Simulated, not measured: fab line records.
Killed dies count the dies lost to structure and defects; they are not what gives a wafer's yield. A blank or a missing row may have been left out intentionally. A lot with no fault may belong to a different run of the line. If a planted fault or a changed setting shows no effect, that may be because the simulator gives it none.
Struck lot and sound lot, side by side ; flow rit_cmos ; 21 steps out of a route of 202
Sound: wafers L471.1, L471.5, L471.6. Struck: wafers L476.2, L476.4, L476.6. Last of all comes the cause.
At each step with rows: each side's tool, then ch and its chambers, then its first start. Under that, the readings that differ: sound wafers ; struck wafers ; difference of the means ; sigmas: that difference in standard deviations of wafers without a fault.
alike: readings whose means differ by less than 2 such deviations, and words and numbers that are the same on both sides. not compared: withheld readings, readings that some wafer has no value for, bounds like >300 that may hide the same value, and numbers for which the record gives no deviation and whose values overlap.
Wherever a step has rows on one side only, a row that says differs or no value, or a row with sigmas, the two part there. Non-overlapping numbers with no deviation appear without sigmas and do not part them. Lack of a reading on every wafer of one side parts them only where that side has two or more wafers.

first, 2 steps without rows for these wafers: RIT_NSD_HARDBAKE_07 (time 60 s); RIT_NSD_IMPLANT_08.
RIT_NSD_STRIP_09: strips in O2, time 180 s.
  sound on plasma_asher-02 ch 0,1, day 5 03:56; struck on plasma_asher-02 ch 0,1, day 6 06:17
  alike: drypump_motor_current_A
  not compared: rf_hours_counter_h
RIT_NSD_TW_MEAS_10:
  sound on film_metro-01, day 5 04:06; struck on film_metro-03, day 6 06:28
  alike: NSD_TW
then, 6 steps without rows for these wafers: RIT_PSD_HMDS_00 (prime time 60 s); RIT_PSD_COAT_01 (resist thk 1000 nm); RIT_PSD_SOFTBAKE_02 (time 60 s); RIT_PSD_EXPOSE_03 (exposes mask M10, target cd 40900 nm); RIT_PSD_PEB_04; RIT_PSD_DEVELOP_05 (develop time 50 s).
RIT_PSD_OVL_MEAS_06:
  sound on overlay-01, day 5 05:04; struck on overlay-02, day 6 07:25
  alike: PSD_OVL
then, 1 step without rows for these wafers: RIT_PSD_HARDBAKE_07 (time 60 s).
RIT_PSD_IMPLANT_08:
  sound on implanter-04 ch 0, day 5 05:15; struck on implanter-02 ch 0, day 6 07:38
reading;sound;struck;difference;sigmas
dose_ions_cm2;4.997e+15 5.002e+15 5.002e+15;2.807e+15 2.808e+15 2.806e+15;-2.193e+15;-99 or more
faraday_current_uA;12618 13071 13120;8699 8665 8773;-4224;-5
  alike: beam_on_s
RIT_PSD_STRIP_09: strips in O2, time 180 s.
  sound on plasma_asher-03 ch 0,1, day 5 05:24; struck on plasma_asher-02 ch 0,1, day 6 07:45
  alike: drypump_motor_current_A
  not compared: rf_hours_counter_h
RIT_PSD_TW_MEAS_10:
  sound on film_metro-01, day 5 05:35; struck on film_metro-03, day 6 08:10
reading;sound;struck;difference;sigmas
PSD_TW;3374 3391 3390;3194 3209 3195;-186;-7
  not compared: hold
then, 2 steps without rows for these wafers: RIT_SDANNEAL_CLEAN_01 (cleans in dHF, time 30 s); RIT_SDANNEAL_CLEAN_02 (cleans in SC2, time 600 s).
RIT_SDANNEAL_RTA_03: time 5.222 s.
  sound on rtp_anneal-02 ch 0, day 5 06:01; struck on rtp_anneal-01 ch 0, day 6 11:40
  alike: ramp_down_c_per_s, wafer_temp_C_max
RIT_SDANNEAL_RS_MEAS_04: measures by four-point-probe.
  sound on film_metro-03, day 5 06:05; struck on film_metro-04, day 6 12:01
reading;sound;struck;difference;sigmas
PSD_RS (ohm/sq);115.3 115.4 115.5;122.7 122.9 122.6;+7.3;+20
  not compared: hold
RIT_SDANNEAL_RS_MEAS_05: measures by four-point-probe.
  sound on film_metro-03, day 5 06:12; struck on film_metro-04, day 6 15:11
reading;sound;struck;difference;sigmas
hold;- - -;await_dispo/2.9h/release await_dispo/2.9h/release await_dispo/2.9h/release;no value on the sound wafers;
  alike: NSD_RS
RIT_M1_PROBE_99:
  the record has rows for the struck wafers here (prober-01, day 6 22:47) and none for the sound ones

== WHERE THEY PART ==
First at RIT_PSD_IMPLANT_08; last, within this record, at RIT_M1_PROBE_99.

WHY: whatever the simulator had introduced
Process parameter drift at RIT_PSD_IMPLANT_08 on implanter-02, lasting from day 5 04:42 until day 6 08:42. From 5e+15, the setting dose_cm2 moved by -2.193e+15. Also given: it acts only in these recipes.
